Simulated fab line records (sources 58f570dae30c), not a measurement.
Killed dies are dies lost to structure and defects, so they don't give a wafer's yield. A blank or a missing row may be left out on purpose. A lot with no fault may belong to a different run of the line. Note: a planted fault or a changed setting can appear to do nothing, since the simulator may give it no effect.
One fault seen from 2 desks ; flow berkeley-cmos170 ; what lay behind the numbers comes last; until then each desk has only its own

AT THE METROLOGY DESK
What the gauges read, lot by lot, whatever tool the lot ran on: means of the sampled wafers that have a number. If a lot's mean is further than 4 standard deviations from the usual mean, the lot is out of limits and carries the mark OUT (the distance appears in the brackets).
Columns: A = GATE_OVL at UCB170_GATE_OVL_MEAS_13, usual -3 nm; B = cd-nm at UCB170_NLDD_CD_MEAS_06, usual 1200.5 nm
lot;first seen here;A;B
L651;day 6 08:14;4;1198.4
L653;day 6 15:35;-3;1200.8
L652;day 6 15:43;-3;1199.2
L656;day 7 05:28;-1;1201.1
L654;day 7 06:01;3;1199.7
L658;day 7 19:25;-8;1199.6
L659;day 8 05:20;-3;1199.8
L662;day 8 18:22;-6;1201.5
L668;day 9 11:23;-5;1200.6
L667;day 9 12:14;-3;1200.5
L669;day 9 23:30;8;1199.2
L671;day 10 13:57;-3;1200.4
L672;day 10 14:14;1;1199.0
L673;day 10 14:39;-5;1199.6
L674;day 10 20:29;4;1200.3
Result from this desk: across the 15 lots, nothing is out of limits.

AT THE TOOL OWNER'S DESK: pecvd-03
The tool's own readings at UCB170_SPACER_CVD_00 (deposits SiO2 from TEOS/O2, target thk 376 nm, time 47 s): means of the sampled wafers that have a number, for each lot that ran on this tool. If a lot's mean is further than 4 standard deviations from the usual mean, the lot is out of limits and carries the mark OUT (the distance appears in the brackets).
Columns: A = heater-power-w at UCB170_SPACER_CVD_00, usual 265 W; B = pressure-mtorr at UCB170_SPACER_CVD_00, usual 9002 mTorr; C = rf-fwd-power-W at UCB170_SPACER_CVD_00, usual 544.5 W
lot;first seen here;A;B;C
L651;day 6 14:31;271;9013;544.8
L652;day 6 20:22;264;8990;547.3
L656;day 7 13:22;230;8998;545.4
L662;day 9 00:39;300;9008;544.2
L668;day 9 16:02;231;9002;544.6
L673;day 10 22:19;254;8983;545.1
Result from this desk: across the 6 lots, nothing is out of limits.

PUT TOGETHER
Nothing out of limits was seen by the metrology desk.
The desk of the tool owner found nothing out of limits.

WHAT HAD BEEN PUT IN BY THE SIMULATOR
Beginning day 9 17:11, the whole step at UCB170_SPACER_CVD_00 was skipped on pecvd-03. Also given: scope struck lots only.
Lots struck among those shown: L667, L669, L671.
